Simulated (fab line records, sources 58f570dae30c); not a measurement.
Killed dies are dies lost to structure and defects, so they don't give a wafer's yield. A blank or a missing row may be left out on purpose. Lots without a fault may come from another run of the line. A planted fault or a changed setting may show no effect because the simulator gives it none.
Split-lot experiment | flow berkeley_cmos170 | 5 lots, 23 wafers read, on a route of 331 steps

THE SPLIT
At UCB170_PWELL_OXIDATION_02 (target thk 26.4 nm, ox time 1260 s), the setting ox_time_s was moved away from the recipe's 1260 s on 15 of the 23 wafers read, by -7.1% to +5.8%. The other wafers ran this setting at the recipe's value.

The reading is taken at the split's own step.

THE READING
SiO2_of_PWELL_OXIDATION_02.thk_nm (the simulator's own value, which no gauge read), in nm, at UCB170_PWELL_OXIDATION_02 (target thk 26.4 nm, ox time 1260 s). The file gives no usual value for it. The 8 wafers here that ran the recipe average 26.22 nm, standard deviation 0.24 nm.

wafer  | tool, chamber at the split | ox_time_s as run, s | against the recipe | SiO2_of_PWELL_OXIDATION_02.thk_nm, nm | against lot-mates on the recipe
L077.1 | -, -                       | 1202                | -4.6%              | 24.8                                  | no lot-mate on the recipe
L077.2 | -, -                       | 1202                | -4.6%              | 25.04                                 | no lot-mate on the recipe
L077.5 | -, -                       | 1202                | -4.6%              | 25.04                                 | no lot-mate on the recipe
L077.3 | -, -                       | 1202                | -4.6%              | 25.53                                 | no lot-mate on the recipe
L077.6 | -, -                       | 1202                | -4.6%              | 25.23                                 | no lot-mate on the recipe
L079.1 | -, -                       | 1333                | +5.8%              | 26.9                                  | no lot-mate on the recipe
L079.3 | -, -                       | 1333                | +5.8%              | 27.19                                 | no lot-mate on the recipe
L079.6 | -, -                       | 1333                | +5.8%              | 27.19                                 | no lot-mate on the recipe
L079.4 | -, -                       | 1333                | +5.8%              | 27.27                                 | no lot-mate on the recipe
L079.5 | -, -                       | 1333                | +5.8%              | 27.29                                 | no lot-mate on the recipe
L081.1 | -, -                       | 1170                | -7.1%              | 25.62                                 | no lot-mate on the recipe
L081.2 | -, -                       | 1170                | -7.1%              | 25.47                                 | no lot-mate on the recipe
L081.3 | -, -                       | 1170                | -7.1%              | 25.78                                 | no lot-mate on the recipe
L081.4 | -, -                       | 1170                | -7.1%              | 25.29                                 | no lot-mate on the recipe
L081.6 | -, -                       | 1170                | -7.1%              | 25.58                                 | no lot-mate on the recipe
L082.1 | furnace-01, 0              | 1260                | recipe             | 25.87                                 | -
L082.6 | furnace-01, 0              | 1260                | recipe             | 25.87                                 | -
L082.3 | furnace-01, 0              | 1260                | recipe             | 26.11                                 | -
L084.2 | -, -                       | 1260                | recipe             | 26.47                                 | -
L084.3 | -, -                       | 1260                | recipe             | 26.43                                 | -
L084.4 | -, -                       | 1260                | recipe             | 26.46                                 | -
L084.5 | -, -                       | 1260                | recipe             | 26.39                                 | -
L084.6 | -, -                       | 1260                | recipe             | 26.18                                 | -

THE FIT
A straight line over all 23 wafers: SiO2_of_PWELL_OXIDATION_02.thk_nm changes by +0.145 nm for each +1% of ox_time_s; r = +0.89; the points scatter about the line by 0.35 nm.
Too few moved wafers have a lot-mate on the recipe to fit a line with each lot's own level taken away.

THE FILE'S OWN FIT
SiO2_of_PWELL_OXIDATION_02.thk_nm changes by +0.146 nm for each +1% of ox_time_s, r = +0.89.
